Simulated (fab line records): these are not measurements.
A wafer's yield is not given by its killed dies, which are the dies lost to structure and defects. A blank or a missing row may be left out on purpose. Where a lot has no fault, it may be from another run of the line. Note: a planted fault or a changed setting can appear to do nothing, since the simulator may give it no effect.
Which tool is to blame? -- flow rit cmos -- 14 lots, 40 wafers sampled, at 4 steps of a route of 202

WHAT EACH GAUGE READ, for each wafer
RIT_SILICIDE_RS_MEAS_02: uses a four-point probe to measure. Usual: SILICIDE_TI_RS 47.7 ohm/sq, standard deviation 0.79.
lot,measured,on,SILICIDE_TI_RS (ohm/sq),flag
L494,day 3 07:20,film metro-04,48.2 48.4 48.1,
L495,day 3 10:32,film metro-03,46.9 46.8 48.5,
L496,day 3 14:14,film metro-03,47.5 48.2 47.8,
L501,day 4 17:25,film metro-03,48.3,
L502,day 4 19:41,film metro-04,48.5 48.2 48.0,
L504,day 5 08:26,film metro-04,46.8 46.3 46.6,
L506,day 5 15:45,film metro-03,47.1 48.2 48.3,
L508,day 6 01:18,film metro-01,48.1 46.5 46.7,
L509,day 6 07:55,film metro-03,47.0 45.8 46.7,
L511,day 6 15:50,film metro-01,47.9 47.4 47.1,
L512,day 6 20:26,film metro-04,47.1 47.0 48.2,
L514,day 7 06:44,film metro-01,48.3 47.6 47.5,
L515,day 7 11:47,film metro-04,46.4 47.1 46.9,
L517,day 7 21:36,film metro-03,48.2 47.9 47.4,

RIT_CONTACT_THK_MEAS_01. Usual: CONTACT_TEOS_THK 397 nm, standard deviation 4.9.
lot,measured,on,CONTACT_TEOS_THK (nm),flag
L494,day 3 07:43,film metro-03,404 398 404,
L495,day 3 11:00,film metro-04,389 399 397,
L496,day 3 14:38,film metro-02,395 403 401,
L501,day 4 17:47,film metro-03,604 605,OFF
L502,day 4 20:04,film metro-03,389 402 393,
L504,day 5 08:50,film metro-02,396 593 399 395 594 399,OFF
L506,day 5 16:09,film metro-03,386 396 389,
L508,day 6 01:46,film metro-03,396 402 399,
L509,day 6 08:23,film metro-04,391 391 396,
L511,day 6 16:14,film metro-04,396 401 400,
L512,day 6 20:54,film metro-03,395 402 401,
L514,day 7 07:08,film metro-03,389 394 407,
L515,day 7 12:11,film metro-02,392 391 399,
L517,day 7 22:04,film metro-03,389 401 394,

TOOL THAT RAN EACH LOT (tool first, then ch and the chambers of the sampled wafers, then the start)
lot,RIT_NSD_STRIP_09,RIT_CONTACT_CVD_00
L494,"plasma asher-02 ch 0,1, day 3 04:30","pecvd-03 ch 0,1,2, day 3 07:39"
L495,"plasma asher-03 ch 0,1, day 3 07:31","pecvd-02 ch 0,1,2, day 3 10:56"
L496,"plasma asher-04 ch 0,1, day 3 11:29","pecvd-04 ch 0,1,2, day 3 14:35"
L501,"plasma asher-04 ch 1, day 4 14:36","pecvd-02 ch 0, day 4 17:43"
L502,"plasma asher-03 ch 0,1, day 4 16:52","pecvd-04 ch 1,2, day 4 20:00"
L504,"plasma asher-04 ch 0,1, day 5 05:29","pecvd-02 ch 0,1,2, day 5 08:47"
L506,"plasma asher-04 ch 1, day 5 12:45","pecvd-03 ch 1,2, day 5 16:05"
L508,"plasma asher-04 ch 0,1, day 5 22:32","pecvd-04 ch 0,2, day 6 01:41"
L509,"plasma asher-03 ch 0,1, day 6 04:56","pecvd-03 ch 1,2, day 6 08:20"
L511,"plasma asher-03 ch 0,1, day 6 13:04","pecvd-04 ch 0,1,2, day 6 16:11"
L512,"plasma asher-04 ch 0,1, day 6 17:31","pecvd-03 ch 0,1,2, day 6 20:51"
L514,"plasma asher-04 ch 0,1, day 7 03:51","pecvd-04 ch 1,2, day 7 07:05"
L515,"plasma asher-02 ch 0,1, day 7 08:56","pecvd-03 ch 0,1,2, day 7 12:08"
L517,"plasma asher-03 ch 0,1, day 7 18:47","pecvd-04 ch 0,1,2, day 7 22:01"
- RIT_NSD_STRIP_09: strips in O2, time 180 s.
- RIT_CONTACT_CVD_00: deposits SiO2 from TEOS, target thk 400 nm, time 61 s.

WHAT THE TOOLS THEMSELVES READ (means of the sampled wafers that have a number; where no wafer has one, the mark that the record gives instead)
RIT_NSD_STRIP_09. Usual: drypump motor current A 5.7 A, standard deviation 0.34.
lot,tool,drypump motor current A (A),flag
L494,plasma asher-02,6.0,
L495,plasma asher-03,5.7,
L496,plasma asher-04,5.7,
L501,plasma asher-04,6.0,
L502,plasma asher-03,5.7,
L504,plasma asher-04,5.7,
L506,plasma asher-04,6.0,
L508,plasma asher-04,5.4,
L509,plasma asher-03,5.8,
L511,plasma asher-03,5.7,
L512,plasma asher-04,5.4,
L514,plasma asher-04,5.4,
L515,plasma asher-02,5.8,
L517,plasma asher-03,5.8,

RIT_CONTACT_CVD_00. Usual: heater power w 305 W, standard deviation 62; run length s 88.9 s, standard deviation 0.53.
lot,tool,heater power w (W),run length s (s),flag
L494,pecvd-03,332,88.8,
L495,pecvd-02,334,88.9,
L496,pecvd-04,314,88.8,
L501,pecvd-02,285,120.4,OFF
L502,pecvd-04,233,88.7,
L504,pecvd-02,333,99.2,OFF
L506,pecvd-03,295,89.1,
L508,pecvd-04,353,89.1,
L509,pecvd-03,269,88.7,
L511,pecvd-04,290,89.2,
L512,pecvd-03,316,88.9,
L514,pecvd-04,266,88.7,
L515,pecvd-03,288,88.7,
L517,pecvd-04,303,89.0,

THE ANSWER, worked out from the rows above alone
Rule: a lot is off if the mean of its wafers that have a number lies more than 3 standard deviations from the usual mean. Also off: a lot with no number at a reading for which 4 or more lots have one. All remaining lots with rows at the step are treated as sound. After the gauges, taken in route order, come the tools' own readings; for these a lot's mean is taken, as printed above. The first step at which some lot is off is used, and at that step the reading that is off furthest; a lot without a number counts as furthest.
Off: L501, L504, seen at RIT_CONTACT_THK_MEAS_01 (CONTACT_TEOS_THK).
If a tool, at a process step before that reading, ran all the lots that are off and no sound lot after the first of them, it fits. Not tried: the gauges at RIT_CONTACT_THK_MEAS_01; whatever is off there is also off at RIT_CONTACT_CVD_00, on other tools, and gauge error can't account for it. One fits: RIT_CONTACT_CVD_00 on pecvd-02. A fault onset in the window from L495 (day 3 10:56, its last sound lot) to L501 (day 4 17:43, its first lot off) fits.
The tool's own readings at RIT_CONTACT_CVD_00 bear it out: on the lots that are off they differ by more than 5 times the standard deviation of the sound lots' means. run length s reads 109.8 s there against 88.9 s on the sound lots.

WHAT HAD BEEN PUT IN BY THE SIMULATOR
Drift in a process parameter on pecvd-02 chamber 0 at RIT_CONTACT_CVD_00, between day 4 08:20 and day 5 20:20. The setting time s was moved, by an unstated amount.
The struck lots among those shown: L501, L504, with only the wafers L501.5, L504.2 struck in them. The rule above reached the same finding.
